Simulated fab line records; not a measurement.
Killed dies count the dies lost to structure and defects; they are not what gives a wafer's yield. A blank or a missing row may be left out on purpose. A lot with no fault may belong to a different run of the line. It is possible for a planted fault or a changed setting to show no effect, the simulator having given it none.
fab line records || flow berkeley_cmos170 || part 2 of 2: steps 28 to 42 of 42
record: {"lots": 5, "wafers": 15, "last_day": 12}
route steps=331 shown ACTIVE@60 PFIELD@79 FIELD@89 SACOX@97 SCREENOX@100
lots untouched by any fault: they come from a run of this same line in which no faults occurred
start_h: the number of hours between the record's first day and the start of the first shown wafer of the lot || wait_h: how many hours have passed since the lot's step before this one || " unchanged from the row above || L1.1+2: several wafers, shown together as one row || - no value, or no start given || * or withheld: withheld || < > ~ a bound
route shown NAME@n: NAME is a module with steps in the file, n the number in the route of the first one || usual: mean/standard deviation of fault-free wafers || same: alike in all rows || chamber/n: place in a boat || sites: the reading at each site || _std_site: standard deviation of those values || _edge_site: outer sites' mean less inner sites' || radius_mm: for every site, how far away it sits from the centre of the wafer || mask NAME#n: copy n || behind: the last tool/chamber to shape the wafer || hold: what put the lot on hold/how long, in hours/how the hold closed || device: transistor that didn't switch, given as n, p or np || end of line: tests of these same wafers at the route's end || step lacking rows: just its recipe || killed: not the wafer's yield, but the dies lost to structure and defects at the first sort || map: per-die view of a wafer (x killed, . not killed, _ where there is no die)
set.NAME: setting as actually run; set.NAME@STEP: the setting as run at that earlier step || model.NAME: the simulator's own value behind a step, which no gauge read
lots seen at some steps along the route; tables by step, rows by wafer
services: from which hour (start_h, from the record's first day; less than 0 if before it) a tool's chamber was out of use, for how many hours, and why
== steps ==
step: UCB170_PFIELD_STRIP_08
recipe: {"chemistry": "O2", "power_w": 400, "pressure_mtorr": 3500, "platen_temp_c": "withheld", "o2_flow_sccm": 400, "overash_fraction": 0.5}
usual: {"chamber_pressure_mTorr": "3500/3.2", "drypump_motor_current_A": "5.8/0.57", "oes_product_au": "0.734/0.0041", "strip_time_to_endpoint_s": "21.60/0.079"}
{"lot.wafer": "L074.2", "tool": "plasma_asher-03", "chamber": 1, "start_h": 97.81, "wait_h": 0.1, "chamber_pressure_mTorr": 3503, "drypump_motor_current_A": 5.8, "oes_product_au": 0.738, "rf_hours_counter_h": 36, "strip_time_to_endpoint_s": 21.51}
{"lot.wafer": "L074.3", "tool": "plasma_asher-03", "chamber": 0, "start_h": 97.81, "wait_h": 0.1, "chamber_pressure_mTorr": 3507, "drypump_motor_current_A": 5.7, "oes_product_au": 0.726, "rf_hours_counter_h": "-", "strip_time_to_endpoint_s": 21.57}
{"lot.wafer": "L074.5", "tool": "plasma_asher-03", "chamber": 0, "start_h": 97.81, "wait_h": 0.1, "chamber_pressure_mTorr": 3501, "drypump_motor_current_A": 5.6, "oes_product_au": 0.730, "rf_hours_counter_h": "-", "strip_time_to_endpoint_s": 21.52}
{"lot.wafer": "L078.2", "tool": "plasma_asher-02", "chamber": 0, "start_h": 113.49, "wait_h": 0.1, "chamber_pressure_mTorr": 3500, "drypump_motor_current_A": 6.4, "oes_product_au": 0.723, "rf_hours_counter_h": 39, "strip_time_to_endpoint_s": 21.64}
{"lot.wafer": "L078.5", "tool": "plasma_asher-02", "chamber": 1, "start_h": 113.49, "wait_h": 0.1, "chamber_pressure_mTorr": 3503, "drypump_motor_current_A": 4.8, "oes_product_au": 0.736, "rf_hours_counter_h": "-", "strip_time_to_endpoint_s": 21.63}
{"lot.wafer": "L078.6", "tool": "plasma_asher-02", "chamber": 0, "start_h": 113.49, "wait_h": 0.1, "chamber_pressure_mTorr": 3498, "drypump_motor_current_A": 6.4, "oes_product_au": 0.736, "rf_hours_counter_h": "-", "strip_time_to_endpoint_s": 21.61}
{"lot.wafer": "L082.1", "tool": "plasma_asher-01", "chamber": 1, "start_h": 142.12, "wait_h": 0.1, "chamber_pressure_mTorr": 3504, "drypump_motor_current_A": 5.5, "oes_product_au": 0.731, "rf_hours_counter_h": 2, "strip_time_to_endpoint_s": 21.75}
{"lot.wafer": "L082.3", "tool": "plasma_asher-01", "chamber": 1, "start_h": 142.12, "wait_h": 0.1, "chamber_pressure_mTorr": 3502, "drypump_motor_current_A": 5.5, "oes_product_au": 0.727, "rf_hours_counter_h": "-", "strip_time_to_endpoint_s": 21.70}
{"lot.wafer": "L082.5", "tool": "plasma_asher-01", "chamber": 0, "start_h": 142.12, "wait_h": 0.1, "chamber_pressure_mTorr": 3497, "drypump_motor_current_A": 6.7, "oes_product_au": 0.735, "rf_hours_counter_h": "-", "strip_time_to_endpoint_s": 21.66}
{"lot.wafer": "L095.2", "tool": "plasma_asher-03", "chamber": 0, "start_h": 195.09, "wait_h": 0.1, "chamber_pressure_mTorr": 3504, "drypump_motor_current_A": 5.7, "oes_product_au": 0.729, "rf_hours_counter_h": 48, "strip_time_to_endpoint_s": 21.55}
{"lot.wafer": "L095.3", "tool": "plasma_asher-03", "chamber": 1, "start_h": 195.09, "wait_h": 0.1, "chamber_pressure_mTorr": 3505, "drypump_motor_current_A": 5.8, "oes_product_au": 0.729, "rf_hours_counter_h": "-", "strip_time_to_endpoint_s": 21.56}
{"lot.wafer": "L095.5", "tool": "plasma_asher-03", "chamber": 0, "start_h": 195.09, "wait_h": 0.1, "chamber_pressure_mTorr": 3500, "drypump_motor_current_A": 5.7, "oes_product_au": 0.741, "rf_hours_counter_h": "-", "strip_time_to_endpoint_s": 21.59}
{"lot.wafer": "L096.1", "tool": "plasma_asher-01", "chamber": 0, "start_h": 200.99, "wait_h": 0.1, "chamber_pressure_mTorr": 3496, "drypump_motor_current_A": 6.7, "oes_product_au": 0.736, "rf_hours_counter_h": 8, "strip_time_to_endpoint_s": 21.51}
{"lot.wafer": "L096.4", "tool": "plasma_asher-01", "chamber": 1, "start_h": 200.99, "wait_h": 0.1, "chamber_pressure_mTorr": 3501, "drypump_motor_current_A": 5.5, "oes_product_au": 0.728, "rf_hours_counter_h": "-", "strip_time_to_endpoint_s": 21.57}
{"lot.wafer": "L096.5", "tool": "plasma_asher-01", "chamber": 0, "start_h": 200.99, "wait_h": 0.1, "chamber_pressure_mTorr": 3497, "drypump_motor_current_A": 6.7, "oes_product_au": 0.730, "rf_hours_counter_h": "-", "strip_time_to_endpoint_s": 21.63}
step: UCB170_PFIELD_TW_MEAS_09
usual: {"PFIELD_TW": "600/3.8"}
{"lot.wafer": "L074.2", "tool": "film_metro-02", "chamber": "-", "start_h": 97.92, "wait_h": 0.1, "PFIELD_TW": 603}
{"lot.wafer": "L074.3", "tool": "film_metro-02", "chamber": "-", "start_h": 97.92, "wait_h": 0.1, "PFIELD_TW": 606}
{"lot.wafer": "L074.5", "tool": "film_metro-02", "chamber": "-", "start_h": 97.92, "wait_h": 0.1, "PFIELD_TW": 607}
{"lot.wafer": "L078.2", "tool": "film_metro-02", "chamber": "-", "start_h": 113.60, "wait_h": 0.1, "PFIELD_TW": 604}
{"lot.wafer": "L078.5", "tool": "film_metro-02", "chamber": "-", "start_h": 113.60, "wait_h": 0.1, "PFIELD_TW": 607}
{"lot.wafer": "L078.6", "tool": "film_metro-02", "chamber": "-", "start_h": 113.60, "wait_h": 0.1, "PFIELD_TW": 605}
{"lot.wafer": "L082.1", "tool": "film_metro-03", "chamber": "-", "start_h": 142.22, "wait_h": 0.1, "PFIELD_TW": 599}
{"lot.wafer": "L082.3", "tool": "film_metro-03", "chamber": "-", "start_h": 142.22, "wait_h": 0.1, "PFIELD_TW": 597}
{"lot.wafer": "L082.5", "tool": "film_metro-03", "chamber": "-", "start_h": 142.22, "wait_h": 0.1, "PFIELD_TW": 595}
{"lot.wafer": "L095.2", "tool": "film_metro-03", "chamber": "-", "start_h": 195.20, "wait_h": 0.1, "PFIELD_TW": 600}
{"lot.wafer": "L095.3", "tool": "film_metro-03", "chamber": "-", "start_h": 195.20, "wait_h": 0.1, "PFIELD_TW": 603}
{"lot.wafer": "L095.5", "tool": "film_metro-03", "chamber": "-", "start_h": 195.20, "wait_h": 0.1, "PFIELD_TW": 600}
{"lot.wafer": "L096.1", "tool": "film_metro-02", "chamber": "-", "start_h": 201.09, "wait_h": 0.1, "PFIELD_TW": 599}
{"lot.wafer": "L096.4", "tool": "film_metro-02", "chamber": "-", "start_h": 201.09, "wait_h": 0.1, "PFIELD_TW": 600}
{"lot.wafer": "L096.5", "tool": "film_metro-02", "chamber": "-", "start_h": 201.09, "wait_h": 0.1, "PFIELD_TW": 600}
step: UCB170_FIELD_CLEAN_00
recipe: {"chemistry": "dHF", "dilution": "25:1", "time_s": 7.5}
{"lot.wafer": "L074.2+3+5", "tool": "wet_bench-03", "chamber": 0, "start_h": 97.97, "wait_h": 0.0}
{"lot.wafer": "L078.2+5+6", "tool": "wet_bench-01", "chamber": 3, "start_h": 113.65, "wait_h": 0.0}
{"lot.wafer": "L082.1+3+5", "tool": "wet_bench-02", "chamber": 2, "start_h": 142.28, "wait_h": 0.1}
{"lot.wafer": "L095.2+3+5", "tool": "wet_bench-02", "chamber": 0, "start_h": 195.25, "wait_h": 0.0}
{"lot.wafer": "L096.1+4+5", "tool": "wet_bench-03", "chamber": 2, "start_h": 201.15, "wait_h": 0.1}
step: UCB170_FIELD_OXIDATION_01
recipe: {"temp_c": 1000, "ambient": "H2O", "p_h2o_torr": 584.62, "target_thk_a": 5583, "ox_time_s": 7200}
{"lot.wafer": "L074.2+3+5", "tool": "furnace-03", "chamber": 0, "start_h": 103.71, "wait_h": 5.7}
{"lot.wafer": "L078.2+5+6", "tool": "furnace-02", "chamber": 0, "start_h": 116.36, "wait_h": 2.7}
{"lot.wafer": "L082.1+3+5", "tool": "furnace-02", "chamber": 0, "start_h": 147.73, "wait_h": 5.4}
{"lot.wafer": "L095.2+3+5", "tool": "furnace-04", "chamber": 0, "start_h": 198.18, "wait_h": 2.9}
{"lot.wafer": "L096.1+4+5", "tool": "furnace-02", "chamber": 0, "start_h": 204.57, "wait_h": 3.4}
step: UCB170_FIELD_THK_MEAS_02
recipe: {"reads": "SiO2_of_FIELD_OXIDATION_01"}
usual: {"FIELD_OXIDE_THK": "559/14"}
{"lot.wafer": "L074.2", "tool": "film_metro-01", "chamber": "-", "start_h": 106.72, "wait_h": 0.0, "FIELD_OXIDE_THK[nm]": 588}
{"lot.wafer": "L074.3", "tool": "film_metro-01", "chamber": "-", "start_h": 106.72, "wait_h": 0.0, "FIELD_OXIDE_THK[nm]": 592}
{"lot.wafer": "L074.5", "tool": "film_metro-01", "chamber": "-", "start_h": 106.72, "wait_h": 0.0, "FIELD_OXIDE_THK[nm]": 580}
{"lot.wafer": "L078.2", "tool": "film_metro-01", "chamber": "-", "start_h": 119.37, "wait_h": 0.0, "FIELD_OXIDE_THK[nm]": 555}
{"lot.wafer": "L078.5", "tool": "film_metro-01", "chamber": "-", "start_h": 119.37, "wait_h": 0.0, "FIELD_OXIDE_THK[nm]": 549}
{"lot.wafer": "L078.6", "tool": "film_metro-01", "chamber": "-", "start_h": 119.37, "wait_h": 0.0, "FIELD_OXIDE_THK[nm]": 549}
{"lot.wafer": "L082.1", "tool": "film_metro-04", "chamber": "-", "start_h": 150.73, "wait_h": 0.0, "FIELD_OXIDE_THK[nm]": 570}
{"lot.wafer": "L082.3", "tool": "film_metro-04", "chamber": "-", "start_h": 150.73, "wait_h": 0.0, "FIELD_OXIDE_THK[nm]": 565}
{"lot.wafer": "L082.5", "tool": "film_metro-04", "chamber": "-", "start_h": 150.73, "wait_h": 0.0, "FIELD_OXIDE_THK[nm]": 563}
{"lot.wafer": "L095.2", "tool": "film_metro-01", "chamber": "-", "start_h": 201.24, "wait_h": 0.1, "FIELD_OXIDE_THK[nm]": 568}
{"lot.wafer": "L095.3", "tool": "film_metro-01", "chamber": "-", "start_h": 201.24, "wait_h": 0.1, "FIELD_OXIDE_THK[nm]": 570}
{"lot.wafer": "L095.5", "tool": "film_metro-01", "chamber": "-", "start_h": 201.24, "wait_h": 0.1, "FIELD_OXIDE_THK[nm]": 565}
{"lot.wafer": "L096.1", "tool": "film_metro-03", "chamber": "-", "start_h": 207.57, "wait_h": 0.0, "FIELD_OXIDE_THK[nm]": 551}
{"lot.wafer": "L096.4", "tool": "film_metro-03", "chamber": "-", "start_h": 207.57, "wait_h": 0.0, "FIELD_OXIDE_THK[nm]": 539}
{"lot.wafer": "L096.5", "tool": "film_metro-03", "chamber": "-", "start_h": 207.57, "wait_h": 0.0, "FIELD_OXIDE_THK[nm]": 559}
step: UCB170_FIELD_ANNEAL_03
recipe: {"temp_c": 1000, "time_s": 1200, "ambient": "N2"}
{"lot.wafer": "L074.2+3+5", "tool": "furnace-04", "chamber": 0, "start_h": 109.78, "wait_h": 3.1}
{"lot.wafer": "L078.2+5+6", "tool": "furnace-04", "chamber": 0, "start_h": 123.11, "wait_h": 3.7}
{"lot.wafer": "L082.1+3+5", "tool": "furnace-04", "chamber": 0, "start_h": 153.43, "wait_h": 2.7}
{"lot.wafer": "L095.2+3+5", "tool": "furnace-04", "chamber": 0, "start_h": 205.21, "wait_h": 4.0}
{"lot.wafer": "L096.1+4+5", "tool": "furnace-04", "chamber": 0, "start_h": 211.39, "wait_h": 3.8}
step: UCB170_FIELD_WET_ETCH_04
recipe: {"chemistry": "dHF", "dilution": "10:1", "target": "SiO2", "temp_c": 25, "time_s": 60}
{"lot.wafer": "L074.2+3+5", "tool": "wet_bench-01", "chamber": 1, "start_h": 111.11, "wait_h": 0.0}
{"lot.wafer": "L078.2+5+6", "tool": "wet_bench-03", "chamber": 0, "start_h": 124.57, "wait_h": 0.1}
{"lot.wafer": "L082.1+3+5", "tool": "wet_bench-02", "chamber": 3, "start_h": 154.76, "wait_h": 0.0}
{"lot.wafer": "L095.2+3+5", "tool": "wet_bench-03", "chamber": 1, "start_h": 206.61, "wait_h": 0.1}
{"lot.wafer": "L096.1+4+5", "tool": "wet_bench-02", "chamber": 0, "start_h": 212.73, "wait_h": 0.0}
step: UCB170_FIELD_WET_ETCH_05
recipe: {"chemistry": "H3PO4", "target": "Si3N4", "temp_c": 160, "time_s": 12600}
{"lot.wafer": "L074.2+3+5", "tool": "wet_bench-02", "chamber": 2, "start_h": 111.14, "wait_h": 0.0}
{"lot.wafer": "L078.2+5+6", "tool": "wet_bench-02", "chamber": 3, "start_h": 124.60, "wait_h": 0.0}
{"lot.wafer": "L082.1+3+5", "tool": "wet_bench-03", "chamber": 1, "start_h": 154.78, "wait_h": 0.0}
{"lot.wafer": "L095.2+3+5", "tool": "wet_bench-03", "chamber": 2, "start_h": 206.64, "wait_h": 0.0}
{"lot.wafer": "L096.1+4+5", "tool": "wet_bench-03", "chamber": 1, "start_h": 212.75, "wait_h": 0.0}
step: UCB170_FIELD_WET_ETCH_06
recipe: {"chemistry": "BOE", "dilution": "5:1", "target": "SiO2", "temp_c": 25, "time_s": 22}
{"lot.wafer": "L074.2+3+5", "tool": "wet_bench-01", "chamber": 2, "start_h": 114.97, "wait_h": 0.0}
{"lot.wafer": "L078.2+5+6", "tool": "wet_bench-03", "chamber": 0, "start_h": 128.11, "wait_h": 0.0}
{"lot.wafer": "L082.1+3+5", "tool": "wet_bench-03", "chamber": 3, "start_h": 158.96, "wait_h": 0.0}
{"lot.wafer": "L095.2+3+5", "tool": "wet_bench-02", "chamber": 3, "start_h": 210.47, "wait_h": 0.0}
{"lot.wafer": "L096.1+4+5", "tool": "wet_bench-03", "chamber": 3, "start_h": 216.78, "wait_h": 0.2}
step: UCB170_FIELD_THK_MEAS_90
recipe: {"reads": "SiO2_of_FIELD_OXIDATION_01"}
usual: {"FIELD_OXIDE_LEFT_1_THK": "442/14"}
{"lot.wafer": "L074.2", "tool": "film_metro-03", "chamber": "-", "start_h": 114.99, "wait_h": 0.0, "FIELD_OXIDE_LEFT_1_THK[nm]": 471}
{"lot.wafer": "L074.3", "tool": "film_metro-03", "chamber": "-", "start_h": 114.99, "wait_h": 0.0, "FIELD_OXIDE_LEFT_1_THK[nm]": 475}
{"lot.wafer": "L074.5", "tool": "film_metro-03", "chamber": "-", "start_h": 114.99, "wait_h": 0.0, "FIELD_OXIDE_LEFT_1_THK[nm]": 462}
{"lot.wafer": "L078.2", "tool": "film_metro-01", "chamber": "-", "start_h": 128.13, "wait_h": 0.0, "FIELD_OXIDE_LEFT_1_THK[nm]": 439}
{"lot.wafer": "L078.5", "tool": "film_metro-01", "chamber": "-", "start_h": 128.13, "wait_h": 0.0, "FIELD_OXIDE_LEFT_1_THK[nm]": 433}
{"lot.wafer": "L078.6", "tool": "film_metro-01", "chamber": "-", "start_h": 128.13, "wait_h": 0.0, "FIELD_OXIDE_LEFT_1_THK[nm]": 432}
{"lot.wafer": "L082.1", "tool": "film_metro-04", "chamber": "-", "start_h": 158.97, "wait_h": 0.0, "FIELD_OXIDE_LEFT_1_THK[nm]": 452}
{"lot.wafer": "L082.3", "tool": "film_metro-04", "chamber": "-", "start_h": 158.97, "wait_h": 0.0, "FIELD_OXIDE_LEFT_1_THK[nm]": 446}
{"lot.wafer": "L082.5", "tool": "film_metro-04", "chamber": "-", "start_h": 158.97, "wait_h": 0.0, "FIELD_OXIDE_LEFT_1_THK[nm]": 446}
{"lot.wafer": "L095.2", "tool": "film_metro-04", "chamber": "-", "start_h": 210.50, "wait_h": 0.0, "FIELD_OXIDE_LEFT_1_THK[nm]": 452}
{"lot.wafer": "L095.3", "tool": "film_metro-04", "chamber": "-", "start_h": 210.50, "wait_h": 0.0, "FIELD_OXIDE_LEFT_1_THK[nm]": 453}
{"lot.wafer": "L095.5", "tool": "film_metro-04", "chamber": "-", "start_h": 210.50, "wait_h": 0.0, "FIELD_OXIDE_LEFT_1_THK[nm]": 449}
{"lot.wafer": "L096.1", "tool": "film_metro-03", "chamber": "-", "start_h": 216.80, "wait_h": 0.0, "FIELD_OXIDE_LEFT_1_THK[nm]": 434}
{"lot.wafer": "L096.4", "tool": "film_metro-03", "chamber": "-", "start_h": 216.80, "wait_h": 0.0, "FIELD_OXIDE_LEFT_1_THK[nm]": 422}
{"lot.wafer": "L096.5", "tool": "film_metro-03", "chamber": "-", "start_h": 216.80, "wait_h": 0.0, "FIELD_OXIDE_LEFT_1_THK[nm]": 442}
step: UCB170_SACOX_CLEAN_00
recipe: {"chemistry": "dHF", "dilution": "25:1", "time_s": 7.5}
{"lot.wafer": "L074.2+3+5", "tool": "wet_bench-02", "chamber": 1, "start_h": 115.04, "wait_h": 0.0}
{"lot.wafer": "L078.2+5+6", "tool": "wet_bench-03", "chamber": 0, "start_h": 128.18, "wait_h": 0.0}
{"lot.wafer": "L082.1+3+5", "tool": "wet_bench-03", "chamber": 1, "start_h": 159.03, "wait_h": 0.1}
{"lot.wafer": "L095.2+3+5", "tool": "wet_bench-04", "chamber": 2, "start_h": 210.55, "wait_h": 0.0}
{"lot.wafer": "L096.1+4+5", "tool": "wet_bench-03", "chamber": 1, "start_h": 216.86, "wait_h": 0.1}
step: UCB170_SACOX_OXIDATION_01
recipe: {"temp_c": 900, "ambient": "O2", "target_thk_a": 144, "ox_time_s": 2400}
{"lot.wafer": "L074.2+3+5", "tool": "furnace-03", "chamber": 0, "start_h": 119.27, "wait_h": 4.2}
{"lot.wafer": "L078.2+5+6", "tool": "furnace-02", "chamber": 0, "start_h": 133.38, "wait_h": 5.2}
{"lot.wafer": "L082.1+3+5", "tool": "furnace-03", "chamber": 0, "start_h": 159.91, "wait_h": 0.9}
{"lot.wafer": "L095.2+3+5", "tool": "furnace-03", "chamber": 0, "start_h": 213.02, "wait_h": 2.5}
{"lot.wafer": "L096.1+4+5", "tool": "furnace-01", "chamber": 0, "start_h": 220.13, "wait_h": 3.3}
step: UCB170_SACOX_THK_MEAS_02
recipe: {"reads": "SiO2_of_SACOX_OXIDATION_01"}
usual: {"SACOX_OXIDE_THK": "14.4/0.35"}
{"lot.wafer": "L074.2", "tool": "film_metro-04", "chamber": "-", "start_h": 120.95, "wait_h": 0.0, "SACOX_OXIDE_THK[nm]": 15.2}
{"lot.wafer": "L074.3", "tool": "film_metro-04", "chamber": "-", "start_h": 120.95, "wait_h": 0.0, "SACOX_OXIDE_THK[nm]": 15.2}
{"lot.wafer": "L074.5", "tool": "film_metro-04", "chamber": "-", "start_h": 120.95, "wait_h": 0.0, "SACOX_OXIDE_THK[nm]": 15.2}
{"lot.wafer": "L078.2", "tool": "film_metro-04", "chamber": "-", "start_h": 135.06, "wait_h": 0.0, "SACOX_OXIDE_THK[nm]": 14.1}
{"lot.wafer": "L078.5", "tool": "film_metro-04", "chamber": "-", "start_h": 135.06, "wait_h": 0.0, "SACOX_OXIDE_THK[nm]": 13.9}
{"lot.wafer": "L078.6", "tool": "film_metro-04", "chamber": "-", "start_h": 135.06, "wait_h": 0.0, "SACOX_OXIDE_THK[nm]": 14.3}
{"lot.wafer": "L082.1", "tool": "film_metro-01", "chamber": "-", "start_h": 161.57, "wait_h": 0.0, "SACOX_OXIDE_THK[nm]": 14.4}
{"lot.wafer": "L082.3", "tool": "film_metro-01", "chamber": "-", "start_h": 161.57, "wait_h": 0.0, "SACOX_OXIDE_THK[nm]": 14.4}
{"lot.wafer": "L082.5", "tool": "film_metro-01", "chamber": "-", "start_h": 161.57, "wait_h": 0.0, "SACOX_OXIDE_THK[nm]": 14.3}
{"lot.wafer": "L095.2", "tool": "film_metro-02", "chamber": "-", "start_h": 214.70, "wait_h": 0.0, "SACOX_OXIDE_THK[nm]": 14.4}
{"lot.wafer": "L095.3", "tool": "film_metro-02", "chamber": "-", "start_h": 214.70, "wait_h": 0.0, "SACOX_OXIDE_THK[nm]": 14.3}
{"lot.wafer": "L095.5", "tool": "film_metro-02", "chamber": "-", "start_h": 214.70, "wait_h": 0.0, "SACOX_OXIDE_THK[nm]": 14.4}
{"lot.wafer": "L096.1", "tool": "film_metro-04", "chamber": "-", "start_h": 221.80, "wait_h": 0.0, "SACOX_OXIDE_THK[nm]": 14.5}
{"lot.wafer": "L096.4", "tool": "film_metro-04", "chamber": "-", "start_h": 221.80, "wait_h": 0.0, "SACOX_OXIDE_THK[nm]": 14.4}
{"lot.wafer": "L096.5", "tool": "film_metro-04", "chamber": "-", "start_h": 221.80, "wait_h": 0.0, "SACOX_OXIDE_THK[nm]": 14.2}
step: UCB170_SCREENOX_WET_ETCH_00
recipe: {"chemistry": "dHF", "dilution": "25:1", "target": "SiO2", "temp_c": 25, "time_s": 200}
{"lot.wafer": "L074.2+3+5", "tool": "wet_bench-03", "chamber": 0, "start_h": 121.00, "wait_h": 0.0}
{"lot.wafer": "L078.2+5+6", "tool": "wet_bench-04", "chamber": 1, "start_h": 135.11, "wait_h": 0.0}
{"lot.wafer": "L082.1+3+5", "tool": "wet_bench-03", "chamber": 0, "start_h": 161.63, "wait_h": 0.1}
{"lot.wafer": "L095.2+3+5", "tool": "wet_bench-04", "chamber": 2, "start_h": 214.75, "wait_h": 0.0}
{"lot.wafer": "L096.1+4+5", "tool": "wet_bench-03", "chamber": 0, "start_h": 222.52, "wait_h": 0.7}
step: UCB170_SCREENOX_OXIDATION_01
recipe: {"temp_c": 900, "ambient": "O2", "target_thk_a": 144, "ox_time_s": 2400}
{"lot.wafer": "L074.2+3+5", "tool": "furnace-04", "chamber": 0, "start_h": 124.45, "wait_h": 3.4}
{"lot.wafer": "L078.2+5+6", "tool": "furnace-03", "chamber": 0, "start_h": 142.09, "wait_h": 6.9}
{"lot.wafer": "L082.1+3+5", "tool": "furnace-04", "chamber": 0, "start_h": 163.86, "wait_h": 2.2}
{"lot.wafer": "L095.2+3+5", "tool": "furnace-03", "chamber": 0, "start_h": 217.54, "wait_h": 2.7}
{"lot.wafer": "L096.1+4+5", "tool": "furnace-01", "chamber": 0, "start_h": 226.65, "wait_h": 4.1}
== services ==
{"tool": "krf_scanner-02", "chamber": "-", "start_h": 63.65, "hours": 1.3, "kind": "pm"}
{"tool": "krf_scanner-01", "chamber": "-", "start_h": 75.08, "hours": 1.3, "kind": "pm"}
{"tool": "krf_scanner-02", "chamber": "-", "start_h": 90.05, "hours": 0.7, "kind": "repair"}
{"tool": "plasma_asher-01", "chamber": "-", "start_h": 93.11, "hours": 0.8, "kind": "repair"}
{"tool": "krf_scanner-02", "chamber": "-", "start_h": 93.81, "hours": 0.8, "kind": "repair"}
{"tool": "krf_scanner-02", "chamber": "-", "start_h": 95.14, "hours": 0.8, "kind": "pm"}
{"tool": "furnace-02", "chamber": "-", "start_h": 105.38, "hours": 1.1, "kind": "pm"}
{"tool": "plasma_asher-01", "chamber": "-", "start_h": 108.75, "hours": 9.0, "kind": "pm"}
{"tool": "krf_scanner-01", "chamber": "-", "start_h": 115.17, "hours": 0.8, "kind": "pm"}
{"tool": "krf_scanner-02", "chamber": "-", "start_h": 115.67, "hours": 0.8, "kind": "repair"}
{"tool": "rie_diel-03", "chamber": 0, "start_h": 127.58, "hours": 4.5, "kind": "repair"}
{"tool": "krf_scanner-01", "chamber": "-", "start_h": 131.37, "hours": 1.0, "kind": "pm"}
{"tool": "furnace-04", "chamber": "-", "start_h": 133.46, "hours": 14.5, "kind": "pm"}
{"tool": "rie_diel-03", "chamber": 2, "start_h": 134.31, "hours": 7.5, "kind": "repair"}
{"tool": "furnace-04", "chamber": "-", "start_h": 147.96, "hours": 4.2, "kind": "pm"}
{"tool": "krf_scanner-01", "chamber": "-", "start_h": 148.25, "hours": 0.9, "kind": "repair"}
{"tool": "plasma_asher-01", "chamber": "-", "start_h": 168.37, "hours": 2.7, "kind": "repair"}
{"tool": "implanter-01", "chamber": "-", "start_h": 168.48, "hours": 1.2, "kind": "repair"}
{"tool": "krf_scanner-02", "chamber": "-", "start_h": 170.30, "hours": 1.0, "kind": "pm"}
{"tool": "lpcvd-02", "chamber": "-", "start_h": 180.20, "hours": 0.5, "kind": "repair"}
{"tool": "furnace-02", "chamber": "-", "start_h": 191.30, "hours": 3.7, "kind": "pm"}
{"tool": "krf_scanner-01", "chamber": "-", "start_h": 204.33, "hours": 4.4, "kind": "pm"}
{"tool": "furnace-03", "chamber": "-", "start_h": 208.36, "hours": 3.4, "kind": "pm"}
{"tool": "furnace-02", "chamber": "-", "start_h": 218.76, "hours": 3.9, "kind": "pm"}
